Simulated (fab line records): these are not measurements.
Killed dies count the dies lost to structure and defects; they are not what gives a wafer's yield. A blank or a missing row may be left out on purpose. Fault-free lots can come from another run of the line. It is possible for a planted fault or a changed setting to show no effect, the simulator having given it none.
Code-filled problem report in 8D (eight disciplines) form || flow berkeleyCmos170 || the parts of the form that need people (team, actions taken, sign-off) are left out

== 1. PROBLEM STATEMENT ==
PSD_RS at UCB170_SDANNEAL_RS_MEAS_02 reads a mean of 56.7 ohm/sq on 6 wafers of 2 lots; wafers without a fault read 75.6 ohm/sq with a standard deviation of 0.32. That puts it -59 standard deviations away from the usual mean.
The step: measures by four-point-probe.
Seen first at day 11 06:50 on filmMetro-01, wafer L222.1. Wafers with a number at this step in the record: 42, from 14 lots. Rule for "out", or "out of limits": more than 4 standard deviations from the usual mean. The rest of the wafers with a number are treated as sound.

== 2. WHAT IT IS AND WHAT IT IS NOT ==
{"question": "which readings at this step", "is": "PSD_RS", "is not": "-"}
{"question": "which lots", "is": "L219, L222", "is not": "L205, L207, L208, L209, L210, L212, L215, L216, L218, L220, L223, L227"}
{"question": "which wafers of those lots", "is": "all that have a number", "is not": "-"}
{"question": "read on which gauges", "is": "filmMetro-01, filmMetro-02", "is not": "filmMetro-03"}
{"question": "when", "is": "from day 11 06:50", "is not": "up to then (30 sound wafers); but 6 sound wafers of L220, L227 came after"}

== 3. WHAT RULES OUT EACH SUSPECT ==
Counting: a tool at any process step up to the reading remains a suspect when it ran all the lots that are out and ran no sound lot after the first of those.
- the gauge at UCB170_SDANNEAL_RS_MEAS_02 has been ruled out. The wafers that are out were read on 2 gauges (filmMetro-01, filmMetro-02).
- rtpAnneal-01 at UCB170_SDANNEAL_RTA_01 (time 5 s): kept. It ran every lot that is out, first L222 (day 11 06:46), and no sound lot after that; its last sound lot up to then is L215 (day 10 14:50).
Remaining after the count: rtpAnneal-01 at UCB170_SDANNEAL_RTA_01.

== 4. THE CAUSE (what the simulator had put in) ==
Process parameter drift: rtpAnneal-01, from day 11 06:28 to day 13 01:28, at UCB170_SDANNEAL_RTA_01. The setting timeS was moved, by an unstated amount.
This tool alone remained once counting was done.

== 5. THE CHAIN OF EFFECTS, in route order ==
Each row: a reading whose mean over the struck wafers that have a number lies more than 3 standard deviations from the usual. Scope: only readings with a usual standard deviation given in the record; hours: median across lots of the time from each lot's start at the first step in this table that gives one to its start at this step; sigmas: change in usual standard deviations.
{"hours": 0, "step": "UCB170_SDANNEAL_RS_MEAS_02", "reading": "PSD_RS", "usual": "75.6 ohm/sq", "on struck wafers": 56.7, "change": -18.9, "sigmas": -59}
{"hours": 0, "step": "UCB170_SDANNEAL_RS_MEAS_03", "reading": "NSD_RS", "usual": "37.29 ohm/sq", "on struck wafers": 31.41, "change": -5.88, "sigmas": -59}
{"hours": 0, "step": "UCB170_SDANNEAL_RS_MEAS_04", "reading": "PLDD_RS", "usual": "1032 ohm/sq", "on struck wafers": 965, "change": -67, "sigmas": -22}
At these later measuring or inspecting steps, every struck wafer for which the step has a row has a number for every such reading, and none has moved that far: UCB170_V2_THK_MEAS_04.

== 6. HOW IT WOULD HAVE BEEN CAUGHT EARLIER ==
In this record the first reading out of limits at a measuring or inspecting step was taken at day 11 06:50, 0 hours after the fault began at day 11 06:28.
An alarm limit of 4 standard deviations would not have fired on the tool readings at UCB170_SDANNEAL_RTA_01 for which the record gives a usual standard deviation, since none of them was out on any struck wafer.
Lots out: 2; of these, L219 started UCB170_SDANNEAL_RTA_01 on rtpAnneal-01 after day 11 06:50. Had the tool been put on hold then, it would have been spared.
